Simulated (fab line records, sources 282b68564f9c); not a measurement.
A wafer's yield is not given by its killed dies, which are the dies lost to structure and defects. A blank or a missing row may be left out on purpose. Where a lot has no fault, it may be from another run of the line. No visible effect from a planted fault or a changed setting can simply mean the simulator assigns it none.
A struck lot beside a sound one    flow rit_cmos    45 out of 202 route steps
Sound: the wafers L621.2, L621.3, L621.6. The struck wafers were L616.2, L616.3, L616.5. Last of all comes the cause.
For every step that has rows: the tool of each side, followed by ch and its chambers, followed by its first start. Under that, the readings that differ: sound wafers    struck wafers    difference of the means    sigmas: that difference in standard deviations of wafers without a fault.
alike: readings with means less than 2 such deviations apart, plus words and numbers identical on both sides. not compared: withheld readings, readings lacking a value on some wafer, bounds such as >300 that could conceal the same value, and numbers that have no deviation in the record and whose values overlap.
The two part at a step that has a row with sigmas, a row that says differs or no value, or rows on one side only. Numbers that have no deviation but don't overlap get no sigmas and don't part them. A reading missing from all wafers of one side parts the sides only when that side holds two or more wafers.

first, 3 steps without rows for these wafers: RIT_GATE_EXPOSE_13 (exposes mask M6, target cd 150 nm); RIT_GATE_PEB_14; RIT_GATE_DEVELOP_15 (develop time 50 s).
RIT_GATE_CD_MEAS_16 targets a cd of 150 nm.
  sound on cd_sem-01, day 6 03:53; struck on cd_sem-02, day 4 23:37
  alike: cd_nm
RIT_GATE_OVL_MEAS_17:
  sound on overlay-01, day 6 03:59; struck on overlay-02, day 4 23:43
  alike: GATE_OVL
then, 1 step without rows for these wafers: RIT_GATE_HARDBAKE_18 (time 60 s).
RIT_GATE_ETCH_19: etches poly-Si in SF6/CHF3/O2, stops on SiO2, time 165 s, target depth 312.5 nm.
  sound on rie_si-01 ch 1,2,3, day 6 04:10; struck on rie_si-02 ch 0,2, day 4 23:54
  alike: CHF3_flow_sccm, drypump_motor_current_A, oes_product_au, rf_fwd_power_W, throttle_valve_pct
  not compared: rf_hours_counter_h
RIT_GATE_STRIP_20: strips in O2, time 180 s.
  sound on plasma_asher-01 ch 0,1, day 6 04:17; struck on plasma_asher-01 ch 0,1, day 5 00:01
  alike: drypump_motor_current_A
  not compared: rf_hours_counter_h
RIT_GATE_CD_MEAS_90 targets a cd of 150 nm.
  sound on cd_sem-01, day 6 04:28; struck on cd_sem-01, day 5 00:12
  alike: cd_nm
then, 3 steps without rows for these wafers: RIT_REOX_CLEAN_00 (cleans in SC1, time 600 s); RIT_REOX_CLEAN_01 (cleans in dHF, time 30 s); RIT_REOX_CLEAN_02 (cleans in SC2, time 600 s).
RIT_REOX_OXIDATION_03: target thk 25.2 nm, ox time 5580 s.
  sound on furnace-03 ch 0, day 6 05:26; struck on furnace-04 ch 0, day 5 01:58
reading                    sound           struck          difference  sigmas
zone_power_centre_pct (%)  40.4 38.8 39.2  45.1 45.4 45.5  +5.9        +2
  alike: spike_tc_source_C
RIT_REOX_THK_MEAS_04:
  sound on film_metro-03, day 6 07:59; struck on film_metro-03, day 5 04:31
  alike: REOX_OXIDE_THK
then, 6 steps without rows for these wafers: RIT_NLDD_HMDS_00 (prime time 60 s); RIT_NLDD_COAT_01 (resist thk 1013 nm); RIT_NLDD_SOFTBAKE_02 (time 60 s); RIT_NLDD_EXPOSE_03 (exposes mask M7, target cd 40700 nm); RIT_NLDD_PEB_04; RIT_NLDD_DEVELOP_05 (develop time 50 s).
RIT_NLDD_OVL_MEAS_06:
  sound on overlay-01, day 6 09:03; struck on overlay-01, day 5 05:25
  alike: NLDD_OVL
then, 2 steps without rows for these wafers: RIT_NLDD_HARDBAKE_07 (time 60 s); RIT_NLDD_IMPLANT_08.
RIT_NLDD_STRIP_09: strips in O2, time 180 s.
  sound on plasma_asher-03 ch 0,1, day 6 09:23; struck on plasma_asher-01 ch 0,1, day 5 05:45
  alike: drypump_motor_current_A
  not compared: rf_hours_counter_h
RIT_NLDD_TW_MEAS_10:
  sound on film_metro-02, day 6 09:34; struck on film_metro-02, day 5 05:56
  alike: NLDD_TW
then, 6 steps without rows for these wafers: RIT_PLDD_HMDS_00 (prime time 60 s); RIT_PLDD_COAT_01 (resist thk 1000 nm); RIT_PLDD_SOFTBAKE_02 (time 60 s); RIT_PLDD_EXPOSE_03 (exposes mask M8, target cd 40900 nm); RIT_PLDD_PEB_04; RIT_PLDD_DEVELOP_05 (develop time 50 s).
RIT_PLDD_OVL_MEAS_06:
  sound on overlay-02, day 6 10:35; struck on overlay-01, day 5 07:10
  alike: PLDD_OVL
then, 2 steps without rows for these wafers: RIT_PLDD_HARDBAKE_07 (time 60 s); RIT_PLDD_IMPLANT_08.
RIT_PLDD_STRIP_09: strips in O2, time 180 s.
  sound on plasma_asher-04 ch 0,1, day 6 10:55; struck on plasma_asher-02 ch 0,1, day 5 07:30
  alike: drypump_motor_current_A
  not compared: rf_hours_counter_h
RIT_PLDD_TW_MEAS_10:
  sound on film_metro-04, day 6 11:07; struck on film_metro-01, day 5 07:41
reading  sound           struck          difference  sigmas
PLDD_TW  2290 2297 2293  2373 2378 2386  +86         +3
then, 4 steps without rows for these wafers: RIT_SPACER_CLEAN_00 (cleans in SC1, time 600 s); RIT_SPACER_CLEAN_01 (cleans in dHF, time 30 s); RIT_SPACER_CLEAN_02 (cleans in SC2, time 600 s); RIT_SPACER_CVD_03 (deposits Si3N4 from SiH2Cl2/NH3, target thk 250 nm, time 3300 s).
RIT_SPACER_THK_MEAS_04:
  sound on film_metro-03, day 6 13:27; struck on film_metro-02, day 5 10:03
  alike: SPACER_NITRIDE_THK
RIT_SPACER_ETCHBACK_05: etches Si3N4 in SF6/CHF3, stops on SiO2, target depth 250 nm, time 240 s.
  sound on rie_diel-03 ch 2,3, day 6 13:30; struck on rie_diel-01 ch 0,2, day 5 10:06
  alike: CHF3_flow_sccm, drypump_motor_current_A, oes_product_au, rf_fwd_power_W, throttle_valve_pct
  not compared: rf_hours_counter_h
RIT_CONTACT_DEVELOP_07: develop time 114.2 s.
  sound: litho_track-01 ch 0; struck: litho_track-03 ch 0
reading                   sound             struck           difference  sigmas
model.CONTACT.cd_nm (nm)  1001 996.4 997.8  974.2 973.6 974  -24.5       
RIT_CONTACT_ETCH_11: etches SiO2 in CHF3/CF4/Ar, stops on TiSi2, target depth 480 nm, time 320 s.
  sound on rie_diel-04 ch 1,2,3, day 6 19:35; struck on rie_diel-01 ch 0,1,2, day 5 16:16
reading                   sound             struck             difference  sigmas
model.CONTACT.cd_nm (nm)  1001 996.8 998.2  974.6 973.5 974.6  -24.4       
  alike: CHF3_flow_sccm, drypump_motor_current_A, mfc_ar_sccm, oes_product_au, rf_fwd_power_W, throttle_valve_pct
  not compared: rf_hours_counter_h
RIT_M1_PROBE_99:
  sound on prober-02, day 7 00:29; struck on prober-01, day 5 21:11
reading                                     sound              struck             difference  sigmas
model.etest.contact_to_gate.bv_right_v (V)  88.52 92.17 90.8   95.83 97.77 96.95  +6.35       
model.etest.contact_to_gate.bv_left_v (V)   90.18 91.61 92.29  96.58 96.5 95.15   +4.72       
  alike: killed_at_contacts, killed_at_front_end, killed_dies, killed_open, killed_short

WHERE THEY PART
First at RIT_REOX_OXIDATION_03; last, within this record, at RIT_PLDD_TW_MEAS_10. Later steps at which nothing parts them and some readings are alike: RIT_SPACER_THK_MEAS_04, RIT_SPACER_ETCHBACK_05, RIT_CONTACT_ETCH_11, RIT_M1_PROBE_99.

WHY: whatever the simulator had introduced
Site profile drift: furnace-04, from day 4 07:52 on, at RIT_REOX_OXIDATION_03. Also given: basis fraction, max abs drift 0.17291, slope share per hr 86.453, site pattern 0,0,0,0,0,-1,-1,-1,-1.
